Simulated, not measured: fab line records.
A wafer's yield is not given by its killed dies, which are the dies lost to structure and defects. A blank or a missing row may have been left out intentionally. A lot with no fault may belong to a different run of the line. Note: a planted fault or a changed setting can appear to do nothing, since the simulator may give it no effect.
Problem report in the 8D (eight disciplines) form, filled by code	flow berkeleyCmos170	the parts of the form that need people (team, actions taken, sign-off) are left out

## 1. WHAT WENT WRONG
Mean V2_TEOS_THK at UCB170_V2_THK_MEAS_01: 1614 nm over 2 wafers in 2 lots; fault-free wafers: 1981 nm, standard deviation 33. That puts it -11 standard deviations away from the usual mean.
First seen on wafer L835.5, day 11 05:08, on filmMetro-04. Wafers with a number at this step in the record: 42, from 14 lots. Rule for "out" (also "out of limits"): further than 4 standard deviations from the usual mean. The rest of the wafers with a number are treated as sound.

## 2. WHAT IT IS, WHAT IT ISN'T
question	is	is not
which readings at this step	V2_TEOS_THK	-
which lots	L835, L839	L820, L821, L825, L826, L827, L828, L829, L830, L831, L832, L837, L843
which wafers of those lots	L835.5, L839.1	L835.1, L835.2, L839.3, L839.5
read on which gauges	filmMetro-04	filmMetro-01, filmMetro-03
when	from day 11 05:08	up to then (35 sound wafers); but 5 sound wafers of L839, L843 came after

## 3. WHAT RULES OUT EACH SUSPECT
Counting: a tool at a process step up to the reading stays a suspect if it ran every lot that is out. Sound lots after the first of them don't rule it out here, since some wafers of a struck lot are sound.
- the gauge at UCB170_V2_THK_MEAS_01: ruled out. All the wafers that are out were read on filmMetro-04, but those of them that UCB170_V2_CVD_00 has rows for are out there too, on other tools.
- pecvd-01 at UCB170_V2_CVD_00 (deposits SiO2 from TEOS/O2, target thk 2000 nm, time 250 s): kept. Ran every lot that is out, first one L835 (day 11 04:59); last sound lot up to then L837 (day 11 02:55). Its own readings are out on those wafers: runLengthS.
- Within pecvd-01 at UCB170_V2_CVD_00: the wafers that are out ran in chamber 0; their sound lot-mates ran in chambers 1, 2.
After counting, what remains is pecvd-01 at UCB170_V2_CVD_00.

## 4. THE CAUSE (what the simulator had put in)
pecvd-01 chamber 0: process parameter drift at UCB170_V2_CVD_00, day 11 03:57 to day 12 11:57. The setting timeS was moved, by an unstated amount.
Only this tool survived the counting.

## 5. SEQUENCE OF EFFECTS, ordered by route
Each row: a reading whose mean over the struck wafers that have a number lies more than 3 standard deviations from the usual. Scope: only readings with a usual standard deviation given in the record; hours: median across lots of the time from each lot's start at the first step in this table that gives one to its start at this step; sigmas: change in usual standard deviations.
hours	step	reading	usual	on struck wafers	change	sigmas
0	UCB170_V2_CVD_00	runLengthS	277.8 s	227.1	-50.8	-83
0	UCB170_V2_THK_MEAS_01	V2_TEOS_THK	1981 nm	1614	-367	-11
It contains these process steps:
- UCB170_V2_CVD_00: deposits SiO2 from TEOS/O2, target thk 2000 nm, time 250 s.
At these later measuring or inspecting steps, every struck wafer for which the step has a row has a number for every such reading, and none has moved that far: UCB170_M3_RS_MEAS_02.

## 6. WHAT WOULD HAVE CAUGHT IT SOONER
In this record the first reading out of limits at a measuring or inspecting step was taken at day 11 05:08, 1 hour after the fault began at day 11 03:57.
The tool's own readings at UCB170_V2_CVD_00 were out on every struck wafer that the step has a row for (runLengthS): an alarm limit on them would have fired on the first of those.
Lots out: 2; of these, L839 started UCB170_V2_CVD_00 on pecvd-01 after day 11 05:08. A hold on the tool at that time would have spared it.
